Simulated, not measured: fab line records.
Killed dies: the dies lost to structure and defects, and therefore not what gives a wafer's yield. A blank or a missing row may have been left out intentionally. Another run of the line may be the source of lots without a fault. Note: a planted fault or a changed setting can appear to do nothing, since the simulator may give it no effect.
Split-lot experiment :: flow rit cmos :: 23 wafers read from 5 lots, route of 202 steps

THE SPLIT
At RIT_ACTIVE_COAT_06 (resist thk 1000 nm), the setting resist thk nm was moved away from the recipe's 1000 nm on 8 of the 23 wafers read, by +1.8% to +4.0%. The other wafers ran this setting at the recipe's value.

FROM THE SPLIT TO THE READING: what the file shows between them, 5 steps
- RIT_ACTIVE_EXPOSE_08: exposes mask M1, target cd 1400 nm (also split here: dose mj)
- RIT_ACTIVE_PEB_09
- RIT_ACTIVE_DEVELOP_10: develop time 50 s
- RIT_ACTIVE_CD_MEAS_11: target cd 1400 nm
- RIT_ACTIVE_HARDBAKE_12: time 60 s

THE READING
NOVOLAK_of_ACTIVE_COAT_06.thk nm (the simulator's own value, which no gauge read), in nm, at RIT_ACTIVE_ETCH_13 (etches Si3N4 in SF6, stops on SiO2, time 210 s, target depth 210 nm). No usual value for it is given in the file. The 15 wafers here that ran the recipe average 653.9 nm, standard deviation 3.5 nm.

wafer: L076.1
tool, chamber at the split: litho track-03, 0
resist thk nm as run, nm: 1018
against the recipe: +1.8%
NOVOLAK_of_ACTIVE_COAT_06.thk nm, nm: 668.2
against lot-mates on the recipe: +13.8

wafer: L076.2
tool, chamber at the split: litho track-03, 0
resist thk nm as run, nm: 1000
against the recipe: recipe
NOVOLAK_of_ACTIVE_COAT_06.thk nm, nm: 655.7
against lot-mates on the recipe: -

wafer: L076.3
tool, chamber at the split: litho track-03, 0
resist thk nm as run, nm: 1018
against the recipe: +1.8%
NOVOLAK_of_ACTIVE_COAT_06.thk nm, nm: 665.9
against lot-mates on the recipe: +11.4

wafer: L076.5
tool, chamber at the split: litho track-03, 0
resist thk nm as run, nm: 1000
against the recipe: recipe
NOVOLAK_of_ACTIVE_COAT_06.thk nm, nm: 653.2
against lot-mates on the recipe: -

wafer: L076.6
tool, chamber at the split: litho track-03, 0
resist thk nm as run, nm: 1018
against the recipe: +1.8%
NOVOLAK_of_ACTIVE_COAT_06.thk nm, nm: 673.6
against lot-mates on the recipe: +19.1

wafer: L081.2
tool, chamber at the split: litho track-04, 0
resist thk nm as run, nm: 1040
against the recipe: +4.0%
NOVOLAK_of_ACTIVE_COAT_06.thk nm, nm: 698.6
against lot-mates on the recipe: +40.0

wafer: L081.3
tool, chamber at the split: litho track-04, 0
resist thk nm as run, nm: 1040
against the recipe: +4.0%
NOVOLAK_of_ACTIVE_COAT_06.thk nm, nm: 692.1
against lot-mates on the recipe: +33.5

wafer: L081.4
tool, chamber at the split: litho track-04, 0
resist thk nm as run, nm: 1000
against the recipe: recipe
NOVOLAK_of_ACTIVE_COAT_06.thk nm, nm: 653
against lot-mates on the recipe: -

wafer: L081.5
tool, chamber at the split: litho track-04, 0
resist thk nm as run, nm: 1040
against the recipe: +4.0%
NOVOLAK_of_ACTIVE_COAT_06.thk nm, nm: 689.8
against lot-mates on the recipe: +31.1

wafer: L081.6
tool, chamber at the split: litho track-04, 0
resist thk nm as run, nm: 1000
against the recipe: recipe
NOVOLAK_of_ACTIVE_COAT_06.thk nm, nm: 664.3
against lot-mates on the recipe: -

wafer: L083.1
tool, chamber at the split: litho track-01, 0
resist thk nm as run, nm: 1018
against the recipe: +1.8%
NOVOLAK_of_ACTIVE_COAT_06.thk nm, nm: 665.6
against lot-mates on the recipe: +10.2

wafer: L083.2
tool, chamber at the split: litho track-01, 0
resist thk nm as run, nm: 1000
against the recipe: recipe
NOVOLAK_of_ACTIVE_COAT_06.thk nm, nm: 653.2
against lot-mates on the recipe: -

wafer: L083.4
tool, chamber at the split: litho track-01, 0
resist thk nm as run, nm: 1000
against the recipe: recipe
NOVOLAK_of_ACTIVE_COAT_06.thk nm, nm: 657.7
against lot-mates on the recipe: -

wafer: L083.5
tool, chamber at the split: litho track-01, 0
resist thk nm as run, nm: 1000
against the recipe: recipe
NOVOLAK_of_ACTIVE_COAT_06.thk nm, nm: 655.2
against lot-mates on the recipe: -

wafer: L083.6
tool, chamber at the split: litho track-01, 0
resist thk nm as run, nm: 1018
against the recipe: +1.8%
NOVOLAK_of_ACTIVE_COAT_06.thk nm, nm: 665.8
against lot-mates on the recipe: +10.4

wafer: L084.1
tool, chamber at the split: litho track-01, 0
resist thk nm as run, nm: 1000
against the recipe: recipe
NOVOLAK_of_ACTIVE_COAT_06.thk nm, nm: 652.3
against lot-mates on the recipe: -

wafer: L084.3
tool, chamber at the split: litho track-01, 0
resist thk nm as run, nm: 1000
against the recipe: recipe
NOVOLAK_of_ACTIVE_COAT_06.thk nm, nm: 654.8
against lot-mates on the recipe: -

wafer: L084.4
tool, chamber at the split: litho track-01, 0
resist thk nm as run, nm: 1000
against the recipe: recipe
NOVOLAK_of_ACTIVE_COAT_06.thk nm, nm: 651.7
against lot-mates on the recipe: -

wafer: L084.5
tool, chamber at the split: litho track-01, 0
resist thk nm as run, nm: 1000
against the recipe: recipe
NOVOLAK_of_ACTIVE_COAT_06.thk nm, nm: 651.8
against lot-mates on the recipe: -

wafer: L084.6
tool, chamber at the split: litho track-01, 0
resist thk nm as run, nm: 1000
against the recipe: recipe
NOVOLAK_of_ACTIVE_COAT_06.thk nm, nm: 648
against lot-mates on the recipe: -

wafer: L085.3
tool, chamber at the split: litho track-03, 0
resist thk nm as run, nm: 1000
against the recipe: recipe
NOVOLAK_of_ACTIVE_COAT_06.thk nm, nm: 653
against lot-mates on the recipe: -

wafer: L085.5
tool, chamber at the split: litho track-03, 0
resist thk nm as run, nm: 1000
against the recipe: recipe
NOVOLAK_of_ACTIVE_COAT_06.thk nm, nm: 652.1
against lot-mates on the recipe: -

wafer: L085.6
tool, chamber at the split: litho track-03, 0
resist thk nm as run, nm: 1000
against the recipe: recipe
NOVOLAK_of_ACTIVE_COAT_06.thk nm, nm: 652.9
against lot-mates on the recipe: -

FIT RESULTS
A straight line over all 23 wafers: NOVOLAK_of_ACTIVE_COAT_06.thk nm changes by +9.51 nm for each +1% of resist thk nm; r = +0.96; the points scatter about the line by 3.9 nm.
The same after taking each lot's own level away (the mean of its wafers on the recipe; 23 wafers): +8.45 nm for each +1%; r = +0.97; scatter 3.3 nm.
Per that fit: largest resist thk nm move, reading shift of 34 nm.
Measured against the standard deviation above, the lots' own levels, which go from 651.72 to 658.65 nm, span 2.0 times it.
In other words, the slope is changed by the lot-to-lot level; the two fits disagree.
Check: +31.2 nm against its lot-mates is what the line predicts for one of the wafers moved furthest among these (+4.0%) when that wafer is left out of the fit. It came out at +40 nm against them.

ADDITIONAL SPLITS CARRIED BY THESE WAFERS
Before the reading, these wafers also passed through other splits. Each is held against what the fit with the lots' levels taken away leaves over:
other split on the same wafers: RIT_ACTIVE_EXPOSE_08 dose mj
wafers away from the commonest value: 8
r with NOVOLAK_of_ACTIVE_COAT_06.thk nm (lot level and that fit taken away): +0.02

THE WHOLE CHAIN: every reading that the file lists as answering this split, in the file's order
step: RIT_ACTIVE_COAT_06
what it does: resist thk 1000 nm
reading: NOVOLAK_of_ACTIVE_COAT_06.thk nm (the simulator's own value, which no gauge read)
change (the file's fit): +10.3 nm for each +1% of the setting
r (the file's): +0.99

step: RIT_ACTIVE_HARDBAKE_12
what it does: time 60 s
reading: NOVOLAK_of_ACTIVE_COAT_06.thk nm (the simulator's own value, which no gauge read)
change (the file's fit): +9.03 nm for each +1% of the setting
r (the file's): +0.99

step: RIT_ACTIVE_ETCH_13
what it does: etches Si3N4 in SF6, stops on SiO2, time 210 s, target depth 210 nm
reading: NOVOLAK_of_ACTIVE_COAT_06.thk nm (the simulator's own value, which no gauge read)
change (the file's fit): +8.22 nm for each +1% of the setting
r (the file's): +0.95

THE FILE'S OWN FIT
NOVOLAK_of_ACTIVE_COAT_06.thk nm changes by +8.22 nm for each +1% of resist thk nm, r = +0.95.
